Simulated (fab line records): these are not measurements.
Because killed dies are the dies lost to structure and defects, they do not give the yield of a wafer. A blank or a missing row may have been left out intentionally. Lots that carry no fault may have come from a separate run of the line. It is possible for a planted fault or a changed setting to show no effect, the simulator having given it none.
Check of tool commonality || flow berkeley cmos170 || 16 lots, 48 wafers sampled

== REASON FOR OPENING ==
UCB170_CONTACT_OVL_MEAS_16, reading CONTACT_OVL: flagged on 4 of 16 lots. Wafers without a fault read -2 nm, standard deviation 4.7.
Rule: a lot is flagged when every wafer of it that has a number lies more than 4 standard deviations from that mean, or none has a number. As for the other lots, they are considered sound.

{"lot": "L651", "measured": "day 7 16:01", "on": "overlay-02", "CONTACT_OVL (nm), wafer by wafer": "1 0 -13", "flag": ""}
{"lot": "L652", "measured": "day 8 21:41", "on": "overlay-02", "CONTACT_OVL (nm), wafer by wafer": "-3 -2 3", "flag": ""}
{"lot": "L653", "measured": "day 9 14:05", "on": "overlay-01", "CONTACT_OVL (nm), wafer by wafer": "2 -1 4", "flag": ""}
{"lot": "L654", "measured": "day 9 14:33", "on": "overlay-02", "CONTACT_OVL (nm), wafer by wafer": "-13 -9 -10", "flag": ""}
{"lot": "L655", "measured": "day 9 14:47", "on": "overlay-01", "CONTACT_OVL (nm), wafer by wafer": "-1 -6 5", "flag": ""}
{"lot": "L656", "measured": "day 9 15:02", "on": "overlay-02", "CONTACT_OVL (nm), wafer by wafer": "-2 -9 -8", "flag": ""}
{"lot": "L657", "measured": "day 9 17:59", "on": "overlay-01", "CONTACT_OVL (nm), wafer by wafer": "-3 0 -13", "flag": ""}
{"lot": "L658", "measured": "day 9 18:01", "on": "overlay-01", "CONTACT_OVL (nm), wafer by wafer": "-7 1 1", "flag": ""}
{"lot": "L661", "measured": "day 10 03:46", "on": "overlay-02", "CONTACT_OVL (nm), wafer by wafer": "-135 -128 -125", "flag": "FLAGGED"}
{"lot": "L662", "measured": "day 10 12:25", "on": "overlay-02", "CONTACT_OVL (nm), wafer by wafer": "2 -6 -1", "flag": ""}
{"lot": "L663", "measured": "day 10 12:41", "on": "overlay-01", "CONTACT_OVL (nm), wafer by wafer": "-124 -134 -130", "flag": "FLAGGED"}
{"lot": "L664", "measured": "day 11 09:41", "on": "overlay-02", "CONTACT_OVL (nm), wafer by wafer": "-135 -135 -128", "flag": "FLAGGED"}
{"lot": "L666", "measured": "day 11 19:01", "on": "overlay-02", "CONTACT_OVL (nm), wafer by wafer": "-132 -126 -127", "flag": "FLAGGED"}
{"lot": "L668", "measured": "day 11 19:17", "on": "overlay-01", "CONTACT_OVL (nm), wafer by wafer": "1 -7 -3", "flag": ""}
{"lot": "L670", "measured": "day 12 13:46", "on": "overlay-02", "CONTACT_OVL (nm), wafer by wafer": "3 6 6", "flag": ""}
{"lot": "L674", "measured": "day 13 03:04", "on": "overlay-02", "CONTACT_OVL (nm), wafer by wafer": "1 0 10", "flag": ""}
On average the flagged lots' numbers are -130 nm, which is -128 nm against the usual, or -27 standard deviations.

== TOOL THAT RAN EACH LOT ==
The record keeps 1 process step preceding the reading, out of 331 steps on the route. Cell contents, in order: the tool; ch with the chambers the sampled wafers went through; the start.
{"lot": "L651", "flag": "", "UCB170_CONTACT_EXPOSE_12": "krf scanner-02 ch 0, day 7 15:31"}
{"lot": "L652", "flag": "", "UCB170_CONTACT_EXPOSE_12": "krf scanner-01 ch 0, day 8 21:10"}
{"lot": "L653", "flag": "", "UCB170_CONTACT_EXPOSE_12": "krf scanner-01 ch 0, day 9 13:34"}
{"lot": "L654", "flag": "", "UCB170_CONTACT_EXPOSE_12": "krf scanner-02 ch 0, day 9 14:03"}
{"lot": "L655", "flag": "", "UCB170_CONTACT_EXPOSE_12": "krf scanner-01 ch 0, day 9 14:17"}
{"lot": "L656", "flag": "", "UCB170_CONTACT_EXPOSE_12": "krf scanner-02 ch 0, day 9 14:32"}
{"lot": "L657", "flag": "", "UCB170_CONTACT_EXPOSE_12": "krf scanner-02 ch 0, day 9 17:09"}
{"lot": "L658", "flag": "", "UCB170_CONTACT_EXPOSE_12": "krf scanner-01 ch 0, day 9 17:27"}
{"lot": "L661", "flag": "FLAGGED", "UCB170_CONTACT_EXPOSE_12": "krf scanner-01 ch 0, day 10 02:37"}
{"lot": "L662", "flag": "", "UCB170_CONTACT_EXPOSE_12": "krf scanner-02 ch 0, day 10 11:53"}
{"lot": "L663", "flag": "FLAGGED", "UCB170_CONTACT_EXPOSE_12": "krf scanner-01 ch 0, day 10 12:07"}
{"lot": "L664", "flag": "FLAGGED", "UCB170_CONTACT_EXPOSE_12": "krf scanner-01 ch 0, day 11 08:31"}
{"lot": "L666", "flag": "FLAGGED", "UCB170_CONTACT_EXPOSE_12": "krf scanner-01 ch 0, day 11 18:23"}
{"lot": "L668", "flag": "", "UCB170_CONTACT_EXPOSE_12": "krf scanner-02 ch 0, day 11 18:45"}
{"lot": "L670", "flag": "", "UCB170_CONTACT_EXPOSE_12": "krf scanner-02 ch 0, day 12 13:16"}
{"lot": "L674", "flag": "", "UCB170_CONTACT_EXPOSE_12": "krf scanner-02 ch 0, day 13 02:34"}
What the steps here do:
- UCB170_CONTACT_EXPOSE_12: exposes mask CONT, target cd 700 nm.
- UCB170_CONTACT_OVL_MEAS_16

== FLAGGED AGAINST TOTAL, ONE TOOL AT A TIME (gauges that did the reading follow at the end) ==
{"step": "UCB170_CONTACT_EXPOSE_12", "tool": "krf scanner-01", "lots run": 8, "flagged": 4, "share of the flagged lots": "all", "sound lots run after its first flagged lot": 0}
{"step": "UCB170_CONTACT_EXPOSE_12", "tool": "krf scanner-02", "lots run": 8, "flagged": 0, "share of the flagged lots": "none", "sound lots run after its first flagged lot": "-"}
{"step": "UCB170_CONTACT_OVL_MEAS_16", "tool": "overlay-01", "lots run": 6, "flagged": 1, "share of the flagged lots": "some", "sound lots run after its first flagged lot": "1 (L668)"}
{"step": "UCB170_CONTACT_OVL_MEAS_16", "tool": "overlay-02", "lots run": 10, "flagged": 3, "share of the flagged lots": "some", "sound lots run after its first flagged lot": "3 (L662,L670,L674)"}

== WHAT IS ALLOWED BY THE TABLE ==
All flagged lots share 1 row of the table, namely krf scanner-01 at UCB170_CONTACT_EXPOSE_12.
- krf scanner-01 at UCB170_CONTACT_EXPOSE_12: 4 of its 8 lots flagged. A fault beginning between L658 (day 9 17:27), its last sound lot, and L661 (day 10 02:37), its first flagged one, fits the data.
One tool is left: krf scanner-01 at UCB170_CONTACT_EXPOSE_12.

== WHAT THE SIMULATOR HAD INSERTED ==
Scanner matching overlay: krf scanner-01, from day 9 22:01 on, at UCB170_CONTACT_EXPOSE_12. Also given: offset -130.
Lots struck among those shown: L661, L663, L664, L666. The rule given above showed the same thing.
